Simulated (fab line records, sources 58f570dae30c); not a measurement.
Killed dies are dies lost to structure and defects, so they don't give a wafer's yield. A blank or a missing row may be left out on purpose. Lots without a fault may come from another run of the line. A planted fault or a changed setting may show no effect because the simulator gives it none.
Which tool did it? | flow berkeley_cmos170 | 6 lots, 18 wafers sampled, at 2 steps of a route of 331

WHAT THE GAUGES READ, wafer by wafer
UCB170_V2_THK_MEAS_01.
lot  | measured     | on            | V2_TEOS_THK (nm)
L874 | day 7 20:29  | film_metro-03 | 1939 1958 1992
L878 | day 8 15:22  | film_metro-01 | 1983 2022 2058
L882 | day 9 11:41  | film_metro-01 | 1954 2003 2002
L885 | day 10 01:38 | film_metro-02 | 1976 2020 2031
L891 | day 11 08:10 | film_metro-03 | 1992 1994 2034
L895 | day 12 01:07 | film_metro-03 | 2028 2022 2019

WHICH TOOL RAN EACH LOT (tool, then ch and the chambers of the sampled wafers, then the start)
lot  | UCB170_CONTACT_ETCH_17
L874 | rie_diel-03 ch 0,1,3, day 7 07:33
L878 | rie_diel-01 ch 2,3, day 8 03:02
L882 | rie_diel-02 ch 0,1,2, day 8 22:15
L885 | rie_diel-01 ch 0,2,3, day 9 10:39
L891 | rie_diel-02 ch 1,2,3, day 10 17:50
L895 | rie_diel-01 ch 1,3, day 11 11:53
- UCB170_CONTACT_ETCH_17: etches BARC in N2/H2.

THE ANSWER, worked out from the rows above alone
Rule: what is usual is taken from the lots themselves. Put in order of their means at a reading, lots are off if they are a third of the lots or fewer, leave a main group of 4 or more, and stand apart from it by a gap of 3 or more times the standard deviation of the main group's means; of several such gaps the widest counts. A main group whose means are all the same, to the digits that the tables above print for the reading, isn't used. A lot without any number at a reading at which 4 lots or more have one is off too. The other lots that the step has rows for count as sound.
No lot is off at any reading shown: from this, nothing can be told.

WHAT THE SIMULATOR HAD PUT IN
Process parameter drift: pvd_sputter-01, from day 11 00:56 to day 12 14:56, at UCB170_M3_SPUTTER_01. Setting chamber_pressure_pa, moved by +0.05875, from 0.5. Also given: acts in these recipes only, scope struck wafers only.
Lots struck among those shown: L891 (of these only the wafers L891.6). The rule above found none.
